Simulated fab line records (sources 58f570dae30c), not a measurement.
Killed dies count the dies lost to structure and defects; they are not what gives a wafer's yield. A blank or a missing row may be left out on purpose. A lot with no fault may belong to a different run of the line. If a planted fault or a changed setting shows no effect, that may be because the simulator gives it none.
fab line records + flow berkeleyCmos170
record:
- lots: 14
- wafers: 42
- lastDay: 12
route steps=331 shown SILICIDE@211
lots that met no fault: from a run of the same line without faults
startH: hours from the record's opening day to when the first of the lot's shown wafers began + waitH: hours since the lot's step before + " as in the row above + L1.1+2: a row that stands for several wafers + - no value, or no start given + * or withheld: withheld + < > ~ a bound
route shown NAME@n: NAME is a module with steps in the file, n the number in the route of the first one + usual: mean/standard deviation of fault-free wafers + same: alike in all rows + chamber/n: place in a boat + sites: readings site by site + _std_site: the standard deviation of these + _edge_site: the outer-site mean with the inner-site mean subtracted + radiusMm: how far each site lies from the wafer's centre + mask NAME#n: copy n + behind: the most recent tool/chamber to have shaped the wafer + hold: cause of the lot's hold/its duration in hours/its outcome + device: which transistor (n, p or np) failed to switch + end of line: tests of these same wafers at the route's end + for a step that has no rows: nothing shown but its recipe + killed: dies lost to structure and defects at the first sort, not the wafer's yield + map: dies across one wafer; x = killed, . = not, _ = none there
set.NAME: setting as actually run; set.NAME@STEP: the setting as run at that earlier step + model.NAME: the simulator's own value behind a step, which no gauge read
route steps across a sampled set of lots; one table per step, one row per wafer
services: a tool's chamber out of use, with start hour (startH, from the record's first day; less than 0 if before it), hours out, and reason
== steps ==
step: UCB170_SILICIDE_SPUTTER_01
recipe:
- material: Ti
- targetThkNm: 30
- timeS: 25
- powerW: 1500
- chamberPressurePa: 0.5
usual:
- chamberPressurePa: 0.5001/0.00096
- throttleValvePct: 29.7/1.1
| lot.wafer | tool          | chamber | startH | waitH | chamberPressurePa | throttleValvePct |
|-----------|---------------|---------|--------|-------|-------------------|------------------|
| L873.3    | pvdSputter-02 | -       | 138.17 | 0.0   | 0.5016            | 30.7             |
| L873.4    | "             | -       | "      | "     | 0.4998            | 30.3             |
| L873.5    | "             | -       | "      | "     | 0.4995            | 30.6             |
| L872.1    | pvdSputter-01 | -       | 138.58 | 0.0   | 0.5007            | 30.0             |
| L872.2    | "             | -       | "      | "     | 0.4983            | 30.7             |
| L872.4    | "             | -       | "      | "     | 0.5009            | 29.6             |
| L875.1    | pvdSputter-02 | -       | 141.52 | 0.0   | 0.4995            | 30.9             |
| L875.3    | "             | -       | "      | "     | 0.4997            | 30.6             |
| L875.6    | "             | -       | "      | "     | 0.4993            | 30.8             |
| L876.2    | pvdSputter-04 | -       | 152.48 | 0.0   | 0.5007            | 31.0             |
| L876.5    | "             | -       | "      | "     | 0.5022            | 29.9             |
| L876.6    | "             | -       | "      | "     | 0.5001            | 27.1             |
| L880.1    | pvdSputter-04 | -       | 165.59 | 0.0   | 0.5004            | 30.4             |
| L880.3    | "             | -       | "      | "     | 0.4988            | 27.3             |
| L880.4    | "             | -       | "      | "     | 0.5009            | 29.7             |
| L881.2    | pvdSputter-02 | -       | 173.89 | 0.0   | 0.5009            | 28.8             |
| L881.5    | "             | -       | "      | "     | 0.6119            | 26.9             |
| L881.6    | "             | -       | "      | "     | 0.5013            | 28.7             |
| L883.1    | pvdSputter-02 | -       | 183.76 | 0.0   | 0.5010            | 28.8             |
| L883.4    | "             | -       | "      | "     | 0.5007            | 30.8             |
| L883.6    | "             | -       | "      | "     | 0.6112            | 26.7             |
| L882.1    | pvdSputter-04 | -       | 183.94 | 0.0   | 0.5025            | 30.8             |
| L882.3    | "             | -       | "      | "     | 0.5003            | 27.2             |
| L882.5    | "             | -       | "      | "     | 0.5001            | 29.9             |
| L886.2    | pvdSputter-04 | -       | 211.43 | 0.0   | 0.4996            | 29.9             |
| L886.3    | "             | -       | "      | "     | 0.4988            | 27.2             |
| L886.4    | "             | -       | "      | "     | 0.4996            | 30.7             |
| L887.2    | pvdSputter-01 | -       | 212.49 | 0.0   | 0.5016            | 28.2             |
| L887.4    | "             | -       | "      | "     | 0.4990            | 29.7             |
| L887.6    | "             | -       | "      | "     | 0.4992            | 29.9             |
| L891.2    | pvdSputter-01 | -       | 235.26 | 0.0   | 0.4994            | 29.7             |
| L891.4    | "             | -       | "      | "     | 0.4999            | 30.7             |
| L891.6    | "             | -       | "      | "     | 0.5009            | 30.0             |
| L892.1    | pvdSputter-04 | -       | 235.79 | 0.0   | 0.4990            | 31.0             |
| L892.4    | "             | -       | "      | "     | 0.5016            | 29.8             |
| L892.5    | "             | -       | "      | "     | 0.4999            | 30.0             |
| L894.1    | pvdSputter-01 | -       | 239.71 | 0.0   | 0.5002            | 28.5             |
| L894.2    | "             | -       | "      | "     | 0.5003            | 30.7             |
| L894.6    | "             | -       | "      | "     | 0.5012            | 28.5             |
| L895.2    | pvdSputter-04 | -       | 256.06 | 0.0   | 0.4995            | 30.9             |
| L895.4    | "             | -       | "      | "     | 0.5002            | 29.9             |
| L895.5    | "             | -       | "      | "     | 0.4989            | 27.4             |
step: UCB170_SILICIDE_RS_MEAS_02
recipe:
- thkMeasGauge: four-point-probe
- reads: Ti_of_SILICIDE_SPUTTER_01
usual:
- SILICIDE_TI_RS: 26.04/0.29
| lot.wafer | tool         | chamber | startH | waitH | SILICIDE_TI_RS[ohm/sq] |
|-----------|--------------|---------|--------|-------|------------------------|
| L873.3    | filmMetro-03 | -       | 138.24 | 0.1   | 25.85                  |
| L873.4    | "            | -       | "      | "     | 26.00                  |
| L873.5    | "            | -       | "      | "     | 25.81                  |
| L872.1    | filmMetro-03 | -       | 138.61 | 0.0   | 26.28                  |
| L872.2    | "            | -       | "      | "     | 26.08                  |
| L872.4    | "            | -       | "      | "     | 26.01                  |
| L875.1    | filmMetro-01 | -       | 141.55 | 0.0   | 25.64                  |
| L875.3    | "            | -       | "      | "     | 25.99                  |
| L875.6    | "            | -       | "      | "     | 25.79                  |
| L876.2    | filmMetro-02 | -       | 152.53 | 0.0   | 26.49                  |
| L876.5    | "            | -       | "      | "     | 26.42                  |
| L876.6    | "            | -       | "      | "     | 26.83                  |
| L880.1    | filmMetro-03 | -       | 165.62 | 0.0   | 26.01                  |
| L880.3    | "            | -       | "      | "     | 26.17                  |
| L880.4    | "            | -       | "      | "     | 25.89                  |
| L881.2    | filmMetro-02 | -       | 173.94 | 0.0   | 26.11                  |
| L881.5    | "            | -       | "      | "     | 27.80                  |
| L881.6    | "            | -       | "      | "     | 26.29                  |
| L883.1    | filmMetro-02 | -       | 183.79 | 0.0   | 25.79                  |
| L883.4    | "            | -       | "      | "     | 25.87                  |
| L883.6    | "            | -       | "      | "     | 27.53                  |
| L882.1    | filmMetro-01 | -       | 183.97 | 0.0   | 26.58                  |
| L882.3    | "            | -       | "      | "     | 26.58                  |
| L882.5    | "            | -       | "      | "     | 26.20                  |
| L886.2    | filmMetro-02 | -       | 211.48 | 0.0   | 25.69                  |
| L886.3    | "            | -       | "      | "     | 26.05                  |
| L886.4    | "            | -       | "      | "     | 25.81                  |
| L887.2    | filmMetro-01 | -       | 212.54 | 0.0   | 25.93                  |
| L887.4    | "            | -       | "      | "     | 25.83                  |
| L887.6    | "            | -       | "      | "     | 26.01                  |
| L891.2    | filmMetro-02 | -       | 235.31 | 0.0   | 26.14                  |
| L891.4    | "            | -       | "      | "     | 26.24                  |
| L891.6    | "            | -       | "      | "     | 25.80                  |
| L892.1    | filmMetro-01 | -       | 235.82 | 0.0   | 25.59                  |
| L892.4    | "            | -       | "      | "     | 25.65                  |
| L892.5    | "            | -       | "      | "     | 25.90                  |
| L894.1    | filmMetro-02 | -       | 239.74 | 0.0   | 25.99                  |
| L894.2    | "            | -       | "      | "     | 26.42                  |
| L894.6    | "            | -       | "      | "     | 25.95                  |
| L895.2    | filmMetro-02 | -       | 256.11 | 0.0   | 25.75                  |
| L895.4    | "            | -       | "      | "     | 25.56                  |
| L895.5    | "            | -       | "      | "     | 26.17                  |
step: UCB170_SILICIDE_THK_MEAS_03
recipe:
- thkMeasGauge: xrf
- reads: Ti_of_SILICIDE_SPUTTER_01
usual:
- SILICIDE_TI_THK: 30.93/0.29
| lot.wafer | tool         | chamber | startH | waitH | SILICIDE_TI_THK[nm] |
|-----------|--------------|---------|--------|-------|---------------------|
| L873.3    | filmMetro-03 | -       | 138.34 | 0.1   | 30.89               |
| L873.4    | "            | -       | "      | "     | 30.69               |
| L873.5    | "            | -       | "      | "     | 30.86               |
| L872.1    | filmMetro-03 | -       | 138.73 | 0.1   | 30.58               |
| L872.2    | "            | -       | "      | "     | 30.68               |
| L872.4    | "            | -       | "      | "     | 30.79               |
| L875.1    | filmMetro-01 | -       | 141.67 | 0.1   | 31.14               |
| L875.3    | "            | -       | "      | "     | 30.91               |
| L875.6    | "            | -       | "      | "     | 31.22               |
| L876.2    | filmMetro-02 | -       | 152.64 | 0.1   | 30.52               |
| L876.5    | "            | -       | "      | "     | 30.83               |
| L876.6    | "            | -       | "      | "     | 30.30               |
| L880.1    | filmMetro-03 | -       | 165.74 | 0.1   | 30.85               |
| L880.3    | "            | -       | "      | "     | 30.77               |
| L880.4    | "            | -       | "      | "     | 30.85               |
| L881.2    | filmMetro-02 | -       | 174.05 | 0.1   | 31.03               |
| L881.5    | "            | -       | "      | "     | 29.45               |
| L881.6    | "            | -       | "      | "     | 30.68               |
| L883.1    | filmMetro-02 | -       | 183.91 | 0.1   | 31.24               |
| L883.4    | "            | -       | "      | "     | 31.19               |
| L883.6    | "            | -       | "      | "     | 29.94               |
| L882.1    | filmMetro-01 | -       | 184.09 | 0.1   | 30.26               |
| L882.3    | "            | -       | "      | "     | 30.48               |
| L882.5    | "            | -       | "      | "     | 30.74               |
| L886.2    | filmMetro-02 | -       | 211.59 | 0.1   | 31.47               |
| L886.3    | "            | -       | "      | "     | 30.93               |
| L886.4    | "            | -       | "      | "     | 31.34               |
| L887.2    | filmMetro-01 | -       | 212.65 | 0.1   | 31.07               |
| L887.4    | "            | -       | "      | "     | 31.19               |
| L887.6    | "            | -       | "      | "     | 31.05               |
| L891.2    | filmMetro-02 | -       | 235.42 | 0.1   | 30.98               |
| L891.4    | "            | -       | "      | "     | 30.59               |
| L891.6    | "            | -       | "      | "     | 31.07               |
| L892.1    | filmMetro-01 | -       | 235.94 | 0.1   | 31.16               |
| L892.4    | "            | -       | "      | "     | 31.26               |
| L892.5    | "            | -       | "      | "     | 30.87               |
| L894.1    | filmMetro-02 | -       | 239.86 | 0.1   | 31.13               |
| L894.2    | "            | -       | "      | "     | 30.66               |
| L894.6    | "            | -       | "      | "     | 31.16               |
| L895.2    | filmMetro-02 | -       | 256.22 | 0.1   | 31.27               |
| L895.4    | "            | -       | "      | "     | 31.44               |
| L895.5    | "            | -       | "      | "     | 30.87               |
== services ==
| tool          | chamber | startH | hours | kind                  |
|---------------|---------|--------|-------|-----------------------|
| pvdSputter-04 | -       | 120.53 | 2.7   | repair                |
| pvdSputter-01 | -       | 144.05 | 1.3   | repair                |
| pvdSputter-01 | -       | 177.75 | 2.2   | repair                |
| pvdSputter-01 | 3       | 204.91 | -     | consumableReplace:kit |
| pvdSputter-01 | 3       | 204.91 | 18.0  | scheduledDown         |
| pvdSputter-01 | 3       | 204.91 | 18.0  | ventCycle             |
== key ==
firstSign:
- step: UCB170_SILICIDE_SPUTTER_01
- reading: chamberPressurePa
- direction: up
- sigmas: 99+
- usual: 0.5001
- struck: 0.6116
effect:
- step: UCB170_SILICIDE_SPUTTER_01
- reading: throttleValvePct
- direction: down
- sigmas: 2.7
- usual: 29.7
- struck: 26.8
effect:
- step: UCB170_SILICIDE_RS_MEAS_02
- reading: SILICIDE_TI_RS
- direction: up
- sigmas: 5.6
- usual: 26.04
- struck: 27.67
effect:
- step: UCB170_SILICIDE_THK_MEAS_03
- reading: SILICIDE_TI_THK
- direction: down
- sigmas: 4.3
- usual: 30.93
- struck: 29.70
metAt UCB170_SILICIDE_SPUTTER_01
struckLots L881,L883
struckWafers L881.5,L883.6
testerLeftOut L881,L883
fault:
- kind: processParameterDrift
- tool: pvdSputter-02
- chamber: -
- onsetH: 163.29
- steps: UCB170_SILICIDE_SPUTTER_01
- channel: chamberPressurePa
- offset: 0.11012
- shape: step
- endH: 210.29
- actsIn: theseRecipesOnly
- stated: 0.5
- scope: struckWafersOnly
testerLeftOut: of these lots the tester's yield and bins aren't shown, on N5 and GAA mostly nor the transistor test; their killed dies are dies lost to structure and defects alone, not to doping, threshold or leakage, so they don't give the yield
